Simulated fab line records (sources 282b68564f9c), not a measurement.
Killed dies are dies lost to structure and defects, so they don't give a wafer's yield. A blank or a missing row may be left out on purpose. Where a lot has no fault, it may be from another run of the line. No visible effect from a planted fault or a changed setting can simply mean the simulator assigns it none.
fab line records	flow rit_cmos
record lots=5	wafers=23
route steps=202 shown SPACER@128 PSD@150 SDANNEAL@155 PLDD@159 SILICIDE@162 M1@188
start_h: hours from the record's opening day to when the first of the lot's shown wafers began	wait_h: hours elapsed since this lot's preceding step	" identical to the entry in the row above	L1.1+2: a row that stands for several wafers	- value missing, or start not given	* or withheld: withheld	< > ~ a bound
route shown NAME@n: names a module that has steps shown in the file, with the first one's number in the route	usual: mean/standard deviation taken from wafers without a fault	same: alike in all rows	chamber/n: place in a boat	sites: each site's reading	_std_site: the values' standard deviation	_edge_site: inner sites' mean taken away from outer sites' mean	radius_mm: for every site, how far away it sits from the centre of the wafer	mask NAME#n: copy n	behind: the most recent tool/chamber to have shaped the wafer	hold: why the lot was held/for how many hours/how that ended	device: transistor that didn't switch, given as n, p or np	end of line: at the end of the route, the tests of the same wafers	a step with no rows: only its recipe	killed: dies lost to structure and defects at the first sort, not the wafer's yield	map: the dies of a wafer, with x for killed, . for not killed, _ for no die there
set.NAME: setting as actually run; set.NAME@STEP: the setting as run at that earlier step	model.NAME: the simulator's own value behind a step, which no gauge read
lots where settings were altered on purpose, with a table for each step and a row for each wafer
## steps
# step RIT_SPACER_CVD_03
# recipe material=Si3N4	target_thk_nm=250	temp_c=810	precursor=SiH2Cl2/NH3	time_s=3300	pressure_mtorr=300	sih2cl2_flow_sccm=60	nh3_flow_sccm=150
lot.wafer	tool	chamber	start_h	wait_h	set.time_s	model.Si3N4_of_SPACER_CVD_03.thk_nm
L075.2+6	lpcvd-02	0	50.10	0.0	3300	253.2
L075.5	"	0	"	"	3300	252.4
L077.2	-	-	-	0.0	3300	250.4
L077.3	"	-	"	"	3300	250.1
L077.4	"	-	"	"	3300	249.9
L077.5	"	-	"	"	3300	248.4
L077.6	"	-	"	"	3300	246.8
L078.1+5	-	-	-	0.5	2853	221.2
L078.3	"	-	"	"	2853	220.2
L078.4	"	-	"	"	2853	219.3
L078.6	"	-	"	"	2853	221
L081.1	-	-	-	0.0	2969	228.7
L081.2	"	-	"	"	2969	226.3
L081.3	"	-	"	"	2969	229.4
L081.4	"	-	"	"	2969	227.2
L081.6	"	-	"	"	2969	228.1
L084.1	-	-	-	0.0	3089	233.4
L084.2	"	-	"	"	3089	233.5
L084.3	"	-	"	"	3089	231.8
L084.5	"	-	"	"	3089	233
L084.6	"	-	"	"	3089	234.3
# step RIT_SPACER_THK_MEAS_04
# recipe reads=Si3N4_of_SPACER_CVD_03
# usual SPACER_NITRIDE_THK=251.6/1.9
lot.wafer	tool	chamber	start_h	wait_h	set.time_s@SPACER_CVD_03	SPACER_NITRIDE_THK[nm]
L075.2	film_metro-03	-	52.02	0.0	3300	253.2
L075.5	"	-	"	"	3300	252.5
L075.6	"	-	"	"	3300	253.4
L077.2	film_metro-01	-	-	-	3300	250.2
L077.3	"	-	"	"	3300	250.1
L077.4	"	-	"	"	3300	250.1
L077.5	"	-	"	"	3300	248.4
L077.6	"	-	"	"	3300	246.9
L078.1	film_metro-01	-	-	-	2853	221.3
L078.3	"	-	"	"	2853	220.2
L078.4	"	-	"	"	2853	219.2
L078.5	"	-	"	"	2853	221.4
L078.6	"	-	"	"	2853	221.0
L081.1	film_metro-04	-	-	-	2969	228.7
L081.2	"	-	"	"	2969	226.3
L081.3	"	-	"	"	2969	229.4
L081.4	"	-	"	"	2969	227.2
L081.6	"	-	"	"	2969	228.0
L084.1	film_metro-04	-	-	-	3089	233.5
L084.2	"	-	"	"	3089	233.6
L084.3	"	-	"	"	3089	231.9
L084.5	"	-	"	"	3089	233.1
L084.6	"	-	"	"	3089	234.2
# step RIT_SPACER_ETCHBACK_05
# recipe target_depth_a=2500	SF6_flow_sccm=30	CHF3_flow_sccm=30	target=Si3N4	chemistry=SF6/CHF3	pressure_mtorr=40	rf_w=250	time_s=240	stop_on=SiO2
lot.wafer	tool	chamber	start_h	wait_h	set.time_s@SPACER_CVD_03	model.etch.depth_nm	model.Si3N4_of_SPACER_CVD_03.thk_nm
L075.2	rie_diel-01	3	52.07	0.0	3300	253.2	197.8
L075.5	"	2	"	"	3300	252.4	199.3
L075.6	"	1	"	"	3300	253.2	198.5
L077.2	rie_diel-04	3	62.52	0.0	3300	250.4	195.6
L077.3	"	1	"	"	3300	250.1	195.8
L077.4	"	2	"	"	3300	249.9	195.7
L077.5	"	2	"	"	3300	248.4	195
L077.6	"	3	"	"	3300	246.8	193.4
L078.1	rie_diel-01	0	66.53	0.1	2853	221.2	175.1
L078.3	"	1	"	"	2853	220.2	172.3
L078.4	"	2	"	"	2853	219.3	173.2
L078.5	"	3	"	"	2853	221.2	173
L078.6	"	0	"	"	2853	221	175.1
L081.1	rie_diel-02	0	83.78	0.1	2969	228.7	179.5
L081.2	"	3	"	"	2969	226.3	177.1
L081.3	"	1	"	"	2969	229.4	180
L081.4	"	2	"	"	2969	227.2	179.3
L081.6	"	0	"	"	2969	228.1	178.5
L084.1	rie_diel-02	3	97.84	0.1	3089	233.4	183.1
L084.2	"	0	"	"	3089	233.5	182.9
L084.3	"	1	"	"	3089	231.8	182.5
L084.5	"	1	"	"	3089	233	183.4
L084.6	"	3	"	"	3089	234.3	183.9
# step RIT_PSD_IMPLANT_08
# recipe species=BF2	energy_kev=27	dose_cm2=5e+15	tilt_deg=7
lot.wafer	tool	chamber	start_h	wait_h	set.energy_kev	model.implant.rp_nm	model.implant.drp_nm
L075.2+5+6	implanter-04	0	54.71	0.1	27	22.35	12.05
L077.2+3	implanter-04	0	65.35	0.1	27	21.63	12.05
L077.4+5+6	"	0	"	"	26.51	21.32	11.89
L078.1+4	implanter-01	0	69.26	0.1	27	21.04	12.05
L078.3+5+6	"	0	"	"	25.88	20.33	11.69
L081.1+3+6	implanter-04	0	86.39	0.1	27.41	22.57	12.17
L081.2+4	"	0	"	"	27	22.3	12.05
L084.1+2+3+5+6	implanter-01	0	100.57	0.1	27	21.68	12.05
# step RIT_PSD_STRIP_09
# recipe chemistry=O2	time_s=180	resist=NOVOLAK	platen_temp_c=withheld	power_w=500	pressure_mtorr=4000	o2_flow_sccm=4000
# step RIT_SDANNEAL_CLEAN_02
# recipe chemistry=SC2	mix=3:3:50	time_s=600	temp_c=75	dry=n2_spin
# step RIT_SDANNEAL_RTA_03
# recipe temp_c=1050	time_s=5	idle_temp_c=600	ramp_up_c_per_s=342	ramp_down_c_per_s=171	cool_to_c=600	ambient=N2
# step RIT_SDANNEAL_RS_MEAS_04
# recipe thk_meas_gauge=four-point-probe
# usual PSD_RS=115.96/0.25
lot.wafer	tool	chamber	start_h	wait_h	set.energy_kev@PSD_IMPLANT_08	PSD_RS[ohm/sq]
L075.2	film_metro-01	-	55.51	0.1	27	115.98
L075.5	"	-	"	"	27	115.77
L075.6	"	-	"	"	27	115.75
L077.2	film_metro-04	-	66.16	0.1	27	116.19
L077.3	"	-	"	"	27	116.36
L077.4	"	-	"	"	26.51	117.35
L077.5	"	-	"	"	26.51	117.35
L077.6	"	-	"	"	26.51	117.64
L078.1	film_metro-04	-	70.07	0.0	27	116.19
L078.3	"	-	"	"	25.88	118.66
L078.4	"	-	"	"	27	116.36
L078.5	"	-	"	"	25.88	118.44
L078.6	"	-	"	"	25.88	118.49
L081.1	film_metro-04	-	87.37	0.0	27.41	115.13
L081.2	"	-	"	"	27	115.84
L081.3	"	-	"	"	27.41	115.09
L081.4	"	-	"	"	27	115.98
L081.6	"	-	"	"	27.41	115.03
L084.1	film_metro-02	-	101.40	0.0	27	115.40
L084.2	"	-	"	"	27	115.84
L084.3	"	-	"	"	27	115.93
L084.5	"	-	"	"	27	115.51
L084.6	"	-	"	"	27	115.60
# step RIT_SDANNEAL_RS_MEAS_06
# recipe thk_meas_gauge=four-point-probe
# usual PLDD_RS=178.7/0.43
lot.wafer	tool	chamber	start_h	wait_h	set.energy_kev@PLDD_IMPLANT_08	PLDD_RS[ohm/sq]
L075.2	film_metro-01	-	55.75	0.1	20	178.0
L075.5	"	-	"	"	20	178.3
L075.6	"	-	"	"	20	178.2
L077.2	film_metro-04	-	66.40	0.1	20	179.3
L077.3	"	-	"	"	20	178.8
L077.4	"	-	"	"	19.56	180.7
L077.5	"	-	"	"	19.56	180.6
L077.6	"	-	"	"	20	178.9
L078.1	film_metro-04	-	70.31	0.1	20.44	176.6
L078.3	"	-	"	"	20	178.1
L078.4	"	-	"	"	20	178.3
L078.5	"	-	"	"	20.44	176.7
L078.6	"	-	"	"	20.44	177.0
L081.1	film_metro-04	-	87.61	0.1	20	179.0
L081.2	"	-	"	"	20	178.6
L081.3	"	-	"	"	20	178.5
L081.4	"	-	"	"	20	178.0
L081.6	"	-	"	"	20	178.7
L084.1	film_metro-02	-	101.64	0.1	20	179.2
L084.2	"	-	"	"	20	178.9
L084.3	"	-	"	"	20	178.4
L084.5	"	-	"	"	20	178.4
L084.6	"	-	"	"	20	178.5
# step RIT_SILICIDE_SPUTTER_01
# recipe material=Ti	target_thk_nm=30	power_w=350	chamber_pressure_pa=0.667	gas=Ar	time_s=240	substrate_temp_c=25
lot.wafer	tool	chamber	start_h	wait_h	set.power_w	model.Ti_of_SILICIDE_SPUTTER_01.thk_nm
L075.2	pvd_sputter-01	-	55.98	0.0	350	29.29
L075.5	"	-	"	"	350	29.57
L075.6	"	-	"	"	350	29.26
L077.2	pvd_sputter-01	-	66.63	0.0	350	29.85
L077.3	"	-	"	"	350	29.93
L077.4	"	-	"	"	350	29.73
L077.5	"	-	"	"	350	29.8
L077.6	"	-	"	"	350	30.26
L078.1	pvd_sputter-04	-	70.56	0.0	310	26.52
L078.3	"	-	"	"	310	27.04
L078.4	"	-	"	"	350	30.39
L078.5	"	-	"	"	350	30.48
L078.6	"	-	"	"	310	26.8
L081.1	pvd_sputter-01	-	87.86	0.0	370.1	30.93
L081.2	"	-	"	"	350	28.85
L081.3	"	-	"	"	370.1	31.47
L081.4	"	-	"	"	350	29.21
L081.6	"	-	"	"	350	29.19
L084.1	pvd_sputter-04	-	101.89	0.0	324.5	27.19
L084.2	"	-	"	"	324.5	28.17
L084.3	"	-	"	"	350	30.38
L084.5	"	-	"	"	350	29.86
L084.6	"	-	"	"	350	30.23
# step RIT_SILICIDE_RS_MEAS_02
# recipe thk_meas_gauge=four-point-probe	reads=Ti_of_SILICIDE_SPUTTER_01
# usual SILICIDE_TI_RS=48.0/0.79
lot.wafer	tool	chamber	start_h	wait_h	set.power_w@SILICIDE_SPUTTER_01	SILICIDE_TI_RS[ohm/sq]
L075.2	film_metro-03	-	56.15	0.1	350	49.2
L075.5	"	-	"	"	350	48.5
L075.6	"	-	"	"	350	49.3
L077.2	film_metro-02	-	66.80	0.1	350	48.2
L077.3	"	-	"	"	350	48.1
L077.4	"	-	"	"	350	48.5
L077.5	"	-	"	"	350	48.4
L077.6	"	-	"	"	350	47.4
L078.1	film_metro-03	-	70.71	0.1	310	55.8
L078.3	"	-	"	"	310	54.4
L078.4	"	-	"	"	350	47.0
L078.5	"	-	"	"	350	46.9
L078.6	"	-	"	"	310	55.0
L081.1	film_metro-03	-	88.01	0.1	370.1	46.0
L081.2	"	-	"	"	350	50.1
L081.3	"	-	"	"	370.1	45.0
L081.4	"	-	"	"	350	49.3
L081.6	"	-	"	"	350	49.4
L084.1	film_metro-04	-	102.04	0.1	324.5	54.2
L084.2	"	-	"	"	324.5	51.8
L084.3	"	-	"	"	350	47.2
L084.5	"	-	"	"	350	48.1
L084.6	"	-	"	"	350	47.4
# step RIT_SILICIDE_THK_MEAS_03
# recipe thk_meas_gauge=xrf	reads=Ti_of_SILICIDE_SPUTTER_01
# usual SILICIDE_TI_THK=29.6/0.48
lot.wafer	tool	chamber	start_h	wait_h	set.power_w@SILICIDE_SPUTTER_01	SILICIDE_TI_THK[nm]
L075.2	film_metro-03	-	56.26	0.1	350	28.9
L075.5	"	-	"	"	350	29.2
L075.6	"	-	"	"	350	28.9
L077.2	film_metro-02	-	66.91	0.1	350	29.5
L077.3	"	-	"	"	350	29.4
L077.4	"	-	"	"	350	29.4
L077.5	"	-	"	"	350	29.3
L077.6	"	-	"	"	350	29.9
L078.1	film_metro-03	-	70.83	0.1	310	26.3
L078.3	"	-	"	"	310	26.7
L078.4	"	-	"	"	350	30.2
L078.5	"	-	"	"	350	30.2
L078.6	"	-	"	"	310	26.4
L081.1	film_metro-03	-	88.13	0.1	370.1	30.5
L081.2	"	-	"	"	350	28.4
L081.3	"	-	"	"	370.1	30.9
L081.4	"	-	"	"	350	28.7
L081.6	"	-	"	"	350	28.9
L084.1	film_metro-04	-	102.16	0.1	324.5	27.6
L084.2	"	-	"	"	324.5	28.3
L084.3	"	-	"	"	350	30.7
L084.5	"	-	"	"	350	30.2
L084.6	"	-	"	"	350	30.4
# step RIT_M1_COAT_04
# recipe resist=NOVOLAK	spin_rpm=2000	resist_thk_nm=1300
lot.wafer	tool	chamber	start_h	wait_h	set.spin_rpm	model.NOVOLAK_of_M1_COAT_04.thk_nm
L075.2+6	litho_track-04	0	59.53	0.1	2000	1298
L075.5	"	0	"	"	2000	1296
L077.2	litho_track-03	0	70.03	0.1	2000	1304
L077.3	"	0	"	"	2100	1271
L077.4	"	0	"	"	2000	1308
L077.5	"	0	"	"	2100	1275
L077.6	"	0	"	"	2000	1305
L078.1	litho_track-02	0	74.10	0.1	2066	1283
L078.3	"	0	"	"	2000	1300
L078.4+5	"	0	"	"	2066	1284
L078.6	"	0	"	"	2000	1303
L081.1	litho_track-03	0	91.54	0.1	2000	1303
L081.2	"	0	"	"	2117	1266
L081.3	"	0	"	"	2117	1268
L081.4	"	0	"	"	2117	1265
L081.6	"	0	"	"	2000	1301
L084.1+5	litho_track-02	0	105.38	0.1	2000	1298
L084.2	"	0	"	"	2000	1303
L084.3	"	0	"	"	2000	1297
L084.6	"	0	"	"	2000	1296
# step RIT_M1_SOFTBAKE_05
# recipe resist=NOVOLAK	temp_c=90	time_s=60
# step RIT_M1_EXPOSE_06
# recipe mask_id=M12	na=0.6	source_shape=conventional	sigma_outer=0.5	target_cd_nm=2600	dose_mj=250
# step RIT_M1_HARDBAKE_11
# recipe resist=NOVOLAK	temp_c=140	time_s=120
lot.wafer	tool	chamber	start_h	wait_h	set.spin_rpm@M1_COAT_04	model.NOVOLAK_of_M1_COAT_04.thk_nm
L075.2+6	litho_track-04	0	60.56	0.1	2000	1135
L075.5	"	0	"	"	2000	1134
L077.2	litho_track-02	0	71.06	0.1	2000	1140
L077.3	"	0	"	"	2100	1112
L077.4	"	0	"	"	2000	1144
L077.5	"	0	"	"	2100	1115
L077.6	"	0	"	"	2000	1141
L078.1	litho_track-02	0	74.98	0.0	2066	1122
L078.3	"	0	"	"	2000	1136
L078.4+5	"	0	"	"	2066	1123
L078.6	"	0	"	"	2000	1139
L081.1	litho_track-04	0	92.55	0.0	2000	1140
L081.2	"	0	"	"	2117	1108
L081.3	"	0	"	"	2117	1109
L081.4	"	0	"	"	2117	1107
L081.6	"	0	"	"	2000	1138
L084.1+3+5	litho_track-03	0	106.39	0.0	2000	1135
L084.2	"	0	"	"	2000	1139
L084.6	"	0	"	"	2000	1133
# step RIT_M1_METAL_ETCH_12
# recipe stop_on=SiO2	chemistry=Cl2/BCl3	target=Al	time_s=165	over_etch_frac=0.5	pressure_mtorr=100	target_depth_a=6000	rf_w=250	Cl2_flow_sccm=60	bcl3_flow_sccm=50
# usual oes_product_au=0.771/0.0069
lot.wafer	tool	chamber	start_h	wait_h	set.time_s	set.spin_rpm@M1_COAT_04	oes_product_au	model.NOVOLAK_of_M1_COAT_04.thk_nm
L075.2	rie_metal-02	0	60.77	0.2	165	2000	0.780	815.1
L075.5	"	1	"	"	165	2000	0.775	809.2
L075.6	"	0	"	"	165	2000	0.774	816.7
L077.2	rie_metal-01	0	71.27	0.2	165	2000	0.777	811
L077.3	"	0	"	"	165	2100	0.777	784
L077.4	"	1	"	"	165	2000	0.777	817.6
L077.5	"	1	"	"	165	2100	0.773	787.1
L077.6	"	0	"	"	165	2000	0.775	813.4
L078.1	rie_metal-02	1	75.23	0.2	154.7	2066	0.804	823.5
L078.3	"	0	"	"	165	2000	0.766	819.4
L078.4	"	1	"	"	165	2066	0.773	802.5
L078.5	"	1	"	"	154.7	2066	0.799	824.8
L078.6	"	0	"	"	165	2000	0.781	819.9
L081.1	rie_metal-02	1	92.80	0.2	143.3	2000	0.847	860.8
L081.2	"	0	"	"	165	2117	0.779	786.9
L081.3	"	1	"	"	143.3	2117	0.850	830.9
L081.4	"	0	"	"	165	2117	0.782	785.4
L081.6	"	1	"	"	143.3	2000	0.844	856.6
L084.1	rie_metal-02	1	106.64	0.2	165	2000	0.769	812.3
L084.2	"	0	"	"	165	2000	0.761	816.6
L084.3	"	0	"	"	165	2000	0.770	814.3
L084.5	"	1	"	"	165	2000	0.772	815.4
L084.6	"	0	"	"	165	2000	0.765	811.3
## key
split step=RIT_SPACER_CVD_03	setting=time_s	stated=3300	by=lot
response step=RIT_SPACER_CVD_03	reading=model.Si3N4_of_SPACER_CVD_03.thk_nm	change=+2.22	per=1%	r=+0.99
response step=RIT_SPACER_THK_MEAS_04	reading=SPACER_NITRIDE_THK	change=+2.22	per=1%	r=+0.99
response step=RIT_SPACER_ETCHBACK_05	reading=model.etch.depth_nm	change=+2.22	per=1%	r=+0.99
response step=RIT_SPACER_ETCHBACK_05	reading=model.Si3N4_of_SPACER_CVD_03.thk_nm	change=+1.69	per=1%	r=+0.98
split step=RIT_PSD_IMPLANT_08	setting=energy_kev	stated=27	by=wafer
response step=RIT_PSD_IMPLANT_08	reading=model.implant.rp_nm	change=+0.171	per=1%	r=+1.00
response step=RIT_PSD_IMPLANT_08	reading=model.implant.drp_nm	change=+0.0852	per=1%	r=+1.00
response step=RIT_SDANNEAL_RS_MEAS_04	reading=PSD_RS	change=-0.558	per=1%	r=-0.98
split step=RIT_SILICIDE_SPUTTER_01	setting=power_w	stated=350	by=wafer
response step=RIT_SILICIDE_SPUTTER_01	reading=model.Ti_of_SILICIDE_SPUTTER_01.thk_nm	change=+0.332	per=1%	r=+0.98
response step=RIT_SILICIDE_RS_MEAS_02	reading=SILICIDE_TI_RS	change=-0.719	per=1%	r=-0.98
response step=RIT_SILICIDE_THK_MEAS_03	reading=SILICIDE_TI_THK	change=+0.334	per=1%	r=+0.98
split step=RIT_M1_COAT_04	setting=spin_rpm	stated=2000	by=wafer
response step=RIT_M1_COAT_04	reading=model.NOVOLAK_of_M1_COAT_04.thk_nm	change=-6.15	per=1%	r=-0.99
response step=RIT_M1_HARDBAKE_11	reading=model.NOVOLAK_of_M1_COAT_04.thk_nm	change=-5.29	per=1%	r=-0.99
response step=RIT_M1_METAL_ETCH_12	reading=model.NOVOLAK_of_M1_COAT_04.thk_nm	slope=-5.19	per=1%	together_with=time_s@M1_METAL_ETCH_12	explained=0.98
split step=RIT_M1_METAL_ETCH_12	setting=time_s	stated=165	by=wafer
response step=RIT_M1_METAL_ETCH_12	reading=oes_product_au	change=-0.00493	per=1%	r=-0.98
response step=RIT_M1_METAL_ETCH_12	reading=model.NOVOLAK_of_M1_COAT_04.thk_nm	slope=-3.3	per=1%	together_with=spin_rpm@M1_COAT_04	explained=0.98
split outside_this_file step=RIT_PLDD_IMPLANT_08 setting=energy_kev
# split outside_this_file: this setting was split too, and the file shows its column; the key of that split is in another file
